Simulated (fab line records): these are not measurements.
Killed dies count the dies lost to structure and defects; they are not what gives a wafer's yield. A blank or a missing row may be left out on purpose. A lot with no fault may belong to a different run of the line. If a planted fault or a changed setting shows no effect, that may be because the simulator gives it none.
One fault through the eyes of 2 desks || flow berkeley_cmos170 || only its own numbers are on each desk; what lay behind them is given at the end

## DESK OF THE TOOL OWNER: rie_si-01
The tool's own readings at UCB170_GATE_ETCH_15 (etches poly-Si in HBr/Cl2, stops on SiO2, time 56.3 s, target depth 278.2 nm): means of the sampled wafers that have a number, for each lot that ran on this tool. Any lot whose mean is over 4 standard deviations away from the usual mean is out of limits and marked OUT; that distance is given in the brackets.
Columns: A = HBr_flow_sccm at UCB170_GATE_ETCH_15, usual 150.0 sccm; B = bias_w at UCB170_GATE_ETCH_15, usual 150.0 W; C = drypump_motor_current_A at UCB170_GATE_ETCH_15, usual 5.7 A; D = oes_product_au at UCB170_GATE_ETCH_15, usual 0.839 a.u.; E = throttle_valve_pct at UCB170_GATE_ETCH_15, usual 26.41 %
{"lot": "L229", "first seen here": "day 7 03:46", "A": 150.0, "B": 150.0, "C": 5.6, "D": 0.843, "E": 26.51}
{"lot": "L232", "first seen here": "day 8 09:34", "A": 150.0, "B": 149.8, "C": 5.6, "D": 0.841, "E": 26.37}
{"lot": "L236", "first seen here": "day 9 08:48", "A": 150.1, "B": 149.9, "C": 5.5, "D": 0.839, "E": 26.50}
{"lot": "L239", "first seen here": "day 9 19:44", "A": 150.3, "B": 149.8, "C": 5.9, "D": "0.765 (-8.3) OUT", "E": 26.63}
{"lot": "L240", "first seen here": "day 9 20:35", "A": 150.2, "B": 149.8, "C": 6.0, "D": "0.765 (-8.3) OUT", "E": 26.66}
This desk's finding: out of limits on L239, L240; first on L239, day 9 19:44 (oes_product_au at UCB170_GATE_ETCH_15). In limits: L229, L232, L236.

## METROLOGY DESK
What the gauges read for every lot (on any tool): the sampled wafers with a number, averaged. Any lot whose mean is over 4 standard deviations away from the usual mean is out of limits and marked OUT; that distance is given in the brackets.
Columns: A = GATE_OXIDE_THK at UCB170_GATE_THK_MEAS_02, usual 6.57 nm; B = GATE_OVL at UCB170_GATE_OVL_MEAS_13, usual 3 nm; C = cd_nm at UCB170_M2_CD_MEAS_15, usual 700.3 nm
{"lot": "L228", "first seen here": "day 6 05:55", "A": 6.65, "B": 2, "C": 698.2}
{"lot": "L229", "first seen here": "day 6 18:10", "A": 6.61, "B": 8, "C": 700.6}
{"lot": "L232", "first seen here": "day 7 22:35", "A": 6.70, "B": 7, "C": 701.8}
{"lot": "L230", "first seen here": "day 7 22:36", "A": 6.53, "B": 11, "C": 701.6}
{"lot": "L231", "first seen here": "day 7 22:40", "A": 6.61, "B": 0, "C": 698.1}
{"lot": "L236", "first seen here": "day 8 23:04", "A": 6.58, "B": 1, "C": 699.9}
{"lot": "L240", "first seen here": "day 9 12:10", "A": 6.45, "B": 1, "C": 698.6}
{"lot": "L239", "first seen here": "day 9 12:14", "A": 6.40, "B": 10, "C": 700.4}
{"lot": "L244", "first seen here": "day 10 10:40", "A": 6.56, "B": -3, "C": 700.5}
{"lot": "L245", "first seen here": "day 10 19:02", "A": 6.63, "B": 5, "C": 700.9}
{"lot": "L247", "first seen here": "day 11 00:33", "A": 6.70, "B": 4, "C": 699.3}
{"lot": "L249", "first seen here": "day 11 14:24", "A": 6.42, "B": 7, "C": 700.0}
Finding of this desk: none of the 12 lots has anything out of limits.

## TAKEN TOGETHER
The tool owner's desk had the chance to raise an alarm at day 9 19:44 on L239, L240.
From the metrology desk's view, nothing was out of limits.
The metrology desk holds a record of L239, L240, inside its limits.
All the named lots went through UCB170_GATE_ETCH_15 on rie_si-01.

## WHAT HAD BEEN PUT IN BY THE SIMULATOR
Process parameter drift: rie_si-01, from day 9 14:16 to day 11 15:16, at UCB170_GATE_ETCH_15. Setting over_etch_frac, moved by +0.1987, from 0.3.
Struck lots among those shown: L239, L240.
Time in hours from fault onset to the first out-of-limits reading at each desk: the tool owner's desk, 5.
